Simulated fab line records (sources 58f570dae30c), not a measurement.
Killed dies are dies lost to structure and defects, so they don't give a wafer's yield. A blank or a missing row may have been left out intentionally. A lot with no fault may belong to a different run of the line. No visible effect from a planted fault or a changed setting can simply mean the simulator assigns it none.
Split-lot study + flow berkeleyCmos170 + 5 lots, 23 wafers read, on a route of 331 steps

== ABOUT THE SPLIT ==
At UCB170_CONTACT_EXPOSE_12 (exposes mask CONT, target cd 700 nm), the setting doseMj was moved away from the recipe's 35 on 8 of the 23 wafers read, by -2.9% to +5.1%. All remaining wafers had this setting at the recipe value.

== FROM THE SPLIT TO THE READING: what the file shows between them, 6 steps ==
- UCB170_CONTACT_PEB_13
- UCB170_CONTACT_DEVELOP_14: develop time 45 s
- UCB170_CONTACT_CD_MEAS_15: target cd 700 nm
- UCB170_CONTACT_ETCH_17: etches BARC in N2/H2
- UCB170_CONTACT_ETCH_18: etches PSG in CHF3/CF4/Ar, stops on TiSi2, target depth 840 nm, time 195 s
- UCB170_CONTACT_STRIP_19: strips in O2

== THE READING ==
Shown in nm: cdNm at UCB170_CONTACT_CD_MEAS_90, with target cd 700 nm. On this fab line, fault-free wafers typically give 699.5 nm with a standard deviation of 1.7 nm.

| wafer  | tool, chamber at the split | doseMj as run | against the recipe | cdNm, nm | against lot-mates on the recipe |
|--------|----------------------------|---------------|--------------------|----------|---------------------------------|
| L074.1 | krfScanner-01, 0           | 35            | recipe             | 699.0    | -                               |
| L074.2 | krfScanner-01, 0           | 35            | recipe             | 698.2    | -                               |
| L074.3 | krfScanner-01, 0           | 34.25         | -2.1%              | 696.6    | -2.2                            |
| L074.5 | krfScanner-01, 0           | 35            | recipe             | 699.2    | -                               |
| L074.6 | krfScanner-01, 0           | 34.25         | -2.1%              | 695.1    | -3.7                            |
| L077.1 | krfScanner-01, 0           | 35            | recipe             | 699.6    | -                               |
| L077.2 | krfScanner-01, 0           | 36.78         | +5.1%              | 709.0    | +8.5                            |
| L077.3 | krfScanner-01, 0           | 36.78         | +5.1%              | 708.3    | +7.8                            |
| L077.4 | krfScanner-01, 0           | 35            | recipe             | 701.3    | -                               |
| L077.5 | krfScanner-01, 0           | 36.78         | +5.1%              | 707.9    | +7.4                            |
| L078.1 | krfScanner-02, 0           | 33.99         | -2.9%              | 692.2    | -4.5                            |
| L078.2 | krfScanner-02, 0           | 35            | recipe             | 697.3    | -                               |
| L078.4 | krfScanner-02, 0           | 33.99         | -2.9%              | 691.5    | -5.2                            |
| L078.5 | krfScanner-02, 0           | 33.99         | -2.9%              | 692.3    | -4.4                            |
| L078.6 | krfScanner-02, 0           | 35            | recipe             | 696.1    | -                               |
| L080.2 | krfScanner-02, 0           | 35            | recipe             | 698.8    | -                               |
| L080.3 | krfScanner-02, 0           | 35            | recipe             | 696.5    | -                               |
| L080.4 | krfScanner-02, 0           | 35            | recipe             | 696.0    | -                               |
| L080.5 | krfScanner-02, 0           | 35            | recipe             | 700.4    | -                               |
| L080.6 | krfScanner-02, 0           | 35            | recipe             | 698.2    | -                               |
| L084.2 | krfScanner-02, 0           | 35            | recipe             | 699.1    | -                               |
| L084.4 | krfScanner-02, 0           | 35            | recipe             | 698.1    | -                               |
| L084.5 | krfScanner-02, 0           | 35            | recipe             | 698.8    | -                               |

THE FIT
A straight line over all 23 wafers: cdNm changes by +1.96 nm for each +1% of doseMj; r = +0.96; the points scatter about the line by 1.4 nm.
The same after taking each lot's own level away (the mean of its wafers on the recipe; 23 wafers): +1.56 nm for each +1%; r = +0.97; scatter 0.94 nm.
The reading moves by 7.9 nm for the largest change in doseMj, on that fit.
From 696.70 to 700.45 nm: that is the span of the lots' own levels, equal to 2.2 times the standard deviation above.
So the lot-to-lot level changes the slope: the two fits differ.
Check: +7.74 nm against its lot-mates is what the line predicts for one of the wafers moved furthest among these (+5.1%) when that wafer is left out of the fit. It came out at +8.55 nm against them.

== THESE WAFERS: OTHER SPLITS ==
Before the reading, these wafers also passed through other splits. Each is held against what the fit with the lots' levels taken away leaves over:
| other split on the same wafers   | wafers away from the commonest value | r with cdNm (lot level and that fit taken away) |
|----------------------------------|--------------------------------------|-------------------------------------------------|
| UCB170_SPACER_CVD_00 timeS       | 10                                   | +0.03                                           |
| UCB170_NSD_PEB_04 pebTempC       | 6                                    | -0.20                                           |
| UCB170_SILICIDE_SPUTTER_01 timeS | 6                                    | +0.17                                           |
| UCB170_CONTACT_CVD_01 timeS      | 15                                   | +0.08                                           |

== THE WHOLE CHAIN: every reading that the file lists as answering this split, in the file's order ==
| step                      | what it does         | reading                                                       | change (the file's fit)              | r (the file's) |
|---------------------------|----------------------|---------------------------------------------------------------|--------------------------------------|----------------|
| UCB170_CONTACT_CD_MEAS_15 | target cd 700 nm     | cdNm                                                          | +1.57 nm for each +1% of the setting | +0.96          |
| UCB170_CONTACT_ETCH_17    | etches BARC in N2/H2 | CONTACT.cdNm (the simulator's own value, which no gauge read) | +1.59 nm for each +1% of the setting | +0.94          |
| UCB170_CONTACT_CD_MEAS_90 | target cd 700 nm     | cdNm                                                          | +1.55 nm for each +1% of the setting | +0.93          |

== THE FILE'S OWN FIT ==
cdNm changes by +1.55 nm for each +1% of doseMj, r = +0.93.
